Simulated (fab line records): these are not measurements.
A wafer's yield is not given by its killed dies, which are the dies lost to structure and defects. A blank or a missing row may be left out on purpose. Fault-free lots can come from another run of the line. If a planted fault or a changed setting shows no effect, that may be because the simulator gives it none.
Which tool did it? | flow berkeleyCmos170 | 39 wafers from 13 lots sampled at 6 of the route's 331 steps

## WHAT THE GAUGES SHOWED, per wafer
UCB170_NWELL_THK_MEAS_05. Usual: NWELL_NITRIDE_THK 222.4 nm, standard deviation 1.9.
lot  | measured    | on           | NWELL_NITRIDE_THK (nm) | flag
L441 | day 2 03:43 | filmMetro-01 | 220.8 221.8 221.9      | 
L442 | day 2 09:59 | filmMetro-01 | 222.7 222.0 222.9      | 
L443 | day 2 13:43 | filmMetro-01 | 222.0 225.6 222.3      | 
L444 | day 3 00:14 | filmMetro-01 | 224.3 224.1 224.0      | 
L445 | day 3 00:19 | filmMetro-01 | 221.5 221.7 222.1      | 
L446 | day 3 06:35 | filmMetro-01 | 221.5 221.9 220.5      | 
L447 | day 3 10:28 | filmMetro-01 | 223.5 224.0 224.7      | 
L448 | day 3 15:11 | filmMetro-03 | 225.2 223.1 225.3      | 
L453 | day 4 22:25 | filmMetro-01 | 295.6 294.2 293.8      | OFF
L454 | day 4 22:25 | filmMetro-03 | 289.7 293.0 291.2      | OFF
L455 | day 5 07:47 | filmMetro-04 | 220.6 221.6 220.4      | 
L461 | day 6 09:32 | filmMetro-03 | 222.9 223.7 224.7      | 
L462 | day 6 14:43 | filmMetro-03 | 224.4 222.6 224.0      | 

UCB170_PWELL_THK_MEAS_06. Usual: PWELL_NITRIDE_THK 219.0 nm, standard deviation 1.6.
lot  | measured    | on           | PWELL_NITRIDE_THK (nm) | flag
L441 | day 3 00:25 | filmMetro-01 | 219.8 221.2 220.4      | 
L442 | day 3 04:38 | filmMetro-01 | 220.3 221.0 219.2      | 
L443 | day 3 04:38 | filmMetro-02 | 219.2 220.7 220.6      | 
L444 | day 3 15:08 | filmMetro-01 | 218.6 219.3 217.5      | 
L445 | day 3 15:08 | filmMetro-02 | 219.9 219.0 220.5      | 
L446 | day 4 01:42 | filmMetro-04 | 215.8 214.3 214.9      | 
L447 | day 4 01:43 | filmMetro-01 | 217.4 218.7 216.6      | 
L448 | day 4 10:38 | filmMetro-01 | 219.0 219.8 218.2      | 
L455 | day 6 05:20 | filmMetro-04 | 217.9 219.2 219.1      | 
L461 | day 7 03:16 | filmMetro-02 | 219.4 218.9 219.7      | 
L462 | day 7 10:08 | filmMetro-02 | 219.6 220.6 221.2      | 

UCB170_ACTIVE_THK_MEAS_03. Usual: ACTIVE_OXIDE_THK 26.1 nm, standard deviation 0.55.
lot  | measured    | on           | ACTIVE_OXIDE_THK (nm) | flag
L441 | day 4 00:58 | filmMetro-02 | 26.1 26.1 26.1        | 
L442 | day 4 00:58 | filmMetro-03 | 26.1 25.7 26.0        | 
L443 | day 4 00:58 | filmMetro-04 | 26.1 26.1 26.1        | 
L444 | day 4 12:42 | filmMetro-02 | 26.1 26.5 26.3        | 
L445 | day 4 12:43 | filmMetro-03 | 27.0 27.1 27.2        | 
L446 | day 4 20:26 | filmMetro-03 | 25.8 25.8 25.5        | 
L447 | day 4 20:26 | filmMetro-02 | 25.2 25.3 24.7        | 
L448 | day 5 07:32 | filmMetro-03 | 26.6 26.5 26.1        | 
L455 | day 7 09:53 | filmMetro-03 | 25.5 25.7 25.6        | 
L461 | day 8 04:49 | filmMetro-03 | 26.2 26.3 26.6        | 
L462 | day 8 04:46 | filmMetro-02 | 26.8 26.5 26.9        | 

UCB170_ACTIVE_CD_MEAS_13 targets a cd of 1200 nm. Usual: cdNm reads 1199.8 nm (standard deviation 1.3).
lot  | measured    | on       | cdNm (nm)            | flag
L441 | day 4 09:56 | cdSem-01 | 1200.1 1200.7 1201.1 | 
L442 | day 4 10:31 | cdSem-02 | 1201.4 1201.5 1202.4 | 
L443 | day 4 10:29 | cdSem-01 | 1201.1 1200.7 1202.4 | 
L444 | day 4 19:55 | cdSem-02 | 1200.1 1201.3 1198.6 | 
L445 | day 4 19:47 | cdSem-01 | 1202.0 1200.5 1202.4 | 
L446 | day 5 05:14 | cdSem-01 | 1200.3 1201.2 1200.7 | 
L447 | day 5 04:58 | cdSem-02 | 1202.6 1202.0 1200.7 | 
L448 | day 5 14:23 | cdSem-01 | 1200.2 1200.7 1200.8 | 
L455 | day 7 18:20 | cdSem-02 | 1199.8 1200.0 1200.7 | 
L461 | day 8 13:23 | cdSem-02 | 1199.7 1199.4 1198.8 | 
L462 | day 8 13:26 | cdSem-01 | 1201.1 1202.3 1201.6 | 

## EACH LOT AND THE TOOL THAT RAN IT (in order: tool; ch and the chambers of the sampled wafers; start)
lot  | UCB170_NWELL_CVD_04        | UCB170_NWELL_ETCH_13
L441 | lpcvd-02 ch 1, day 2 01:46 | rieDiel-04 ch 2,3, day 2 05:19
L442 | lpcvd-01 ch 1, day 2 08:03 | rieDiel-02 ch 0,2,3, day 2 11:26
L443 | lpcvd-01 ch 1, day 2 11:47 | rieDiel-03 ch 0,3, day 2 15:21
L444 | lpcvd-01 ch 1, day 2 22:13 | rieDiel-03 ch 0,1, day 3 01:17
L445 | lpcvd-01 ch 1, day 2 22:13 | rieDiel-02 ch 0,1,2, day 3 01:33
L446 | lpcvd-02 ch 1, day 3 04:38 | rieDiel-02 ch 1,2,3, day 3 09:07
L447 | lpcvd-02 ch 1, day 3 08:31 | rieDiel-04 ch 0,1,2, day 3 11:54
L448 | lpcvd-01 ch 0, day 3 12:17 | rieDiel-02 ch 0,1,2, day 3 16:40
L453 | lpcvd-02 ch 1, day 4 20:28 | rieDiel-04 ch 0,1,2, day 4 23:28
L454 | lpcvd-02 ch 1, day 4 20:28 | rieDiel-02 ch 0,1,2, day 4 23:43
L455 | lpcvd-01 ch 1, day 5 05:50 | rieDiel-03 ch 0,3, day 5 09:46
L461 | lpcvd-01 ch 1, day 6 07:36 | rieDiel-04 ch 0,1,2, day 6 10:37
L462 | lpcvd-01 ch 1, day 6 12:47 | rieDiel-04 ch 1,3, day 6 16:16
- UCB170_NWELL_CVD_04: deposits Si3N4 from SiH2Cl2/NH3, target thk 224 nm, time 3360 s.
- UCB170_NWELL_ETCH_13: etches Si3N4 in CH3F/Ar/O2, stops on SiO2, target depth 246.4 nm, time 154 s.

## AS READ BY THE TOOLS THEMSELVES (means over the sampled wafers that have a number; for cases with no such wafer, the mark the record gives instead)
UCB170_NWELL_CVD_04. Usual: zonePowerLoadPct reads 20.8 % (standard deviation 2.4).
lot  | tool     | zonePowerLoadPct (%) | flag
L441 | lpcvd-02 | 23.4                 | 
L442 | lpcvd-01 | 18.3                 | 
L443 | lpcvd-01 | 18.4                 | 
L444 | lpcvd-01 | 18.4                 | 
L445 | lpcvd-01 | 18.5                 | 
L446 | lpcvd-02 | 23.5                 | 
L447 | lpcvd-02 | 23.4                 | 
L448 | lpcvd-01 | 23.3                 | 
L453 | lpcvd-02 | 23.4                 | 
L454 | lpcvd-02 | 23.5                 | 
L455 | lpcvd-01 | 18.3                 | 
L461 | lpcvd-01 | 18.5                 | 
L462 | lpcvd-01 | 18.3                 | 

UCB170_NWELL_ETCH_13. Usual: drypumpMotorCurrentA 5.7 A, standard deviation 0.52; oesProductAu 0.938 a.u., standard deviation 0.014; rfFwdPowerW 447.8 W, standard deviation 1.4; throttleValvePct 8.08 %, standard deviation 0.16.
lot  | tool       | drypumpMotorCurrentA (A) | oesProductAu (a.u.) | rfFwdPowerW (W) | throttleValvePct (%) | flag
L441 | rieDiel-04 | 5.3                      | 0.936               | 447.7           | 7.85                 | 
L442 | rieDiel-02 | 5.8                      | 0.940               | 447.2           | 8.08                 | 
L443 | rieDiel-03 | 6.2                      | 0.931               | 449.1           | 8.10                 | 
L444 | rieDiel-03 | 6.0                      | 0.933               | 450.0           | 8.18                 | 
L445 | rieDiel-02 | 5.3                      | 0.955               | 446.1           | 8.06                 | 
L446 | rieDiel-02 | 5.4                      | 0.950               | 447.5           | 8.15                 | 
L447 | rieDiel-04 | 5.6                      | 0.937               | 446.2           | 8.07                 | 
L448 | rieDiel-02 | 5.3                      | 0.956               | 448.3           | 8.06                 | 
L453 | rieDiel-04 | 5.6                      | 0.993               | 447.8           | 8.08                 | OFF
L454 | rieDiel-02 | 5.3                      | 1.011               | 448.0           | 8.07                 | OFF
L455 | rieDiel-03 | 6.2                      | 0.930               | 449.1           | 8.09                 | 
L461 | rieDiel-04 | 5.6                      | 0.935               | 447.3           | 8.08                 | 
L462 | rieDiel-04 | 5.4                      | 0.939               | 448.2           | 8.01                 | 

## THE ANSWER, worked out from the rows above alone
Rule: a lot counts as off when the mean over its wafers that have a number is more than 3 standard deviations away from the usual mean. A lot without any number at a reading at which 4 lots or more have one is off too. All remaining lots with rows at the step are treated as sound. Order of review: gauges by route order, followed by the tools' own readings, for which a lot's mean as printed above is used. At the first step where some lot is off, the reading lying furthest off is the one used; lots without a number count as furthest.
Off: L453, L454, seen at UCB170_NWELL_THK_MEAS_05 (NWELL_NITRIDE_THK).
A tool fits if, at a process step before that reading, it ran every lot that is off, and no sound lot after the first of them. Not tried: the gauges at UCB170_NWELL_THK_MEAS_05; whatever is off there is also off at UCB170_NWELL_ETCH_13, on other tools, and gauge error can't account for it. One candidate fits, namely lpcvd-02 at UCB170_NWELL_CVD_04. A fault onset in the window from L447 (day 3 08:31, its last sound lot) to L453 (day 4 20:28, its first lot off) fits.

## WHAT THE SIMULATOR HAD PUT IN
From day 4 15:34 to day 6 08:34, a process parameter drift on lpcvd-02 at UCB170_NWELL_CVD_04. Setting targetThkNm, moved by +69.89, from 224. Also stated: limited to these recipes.
Lots struck among those shown: L453, L454. Same finding as the rule above.
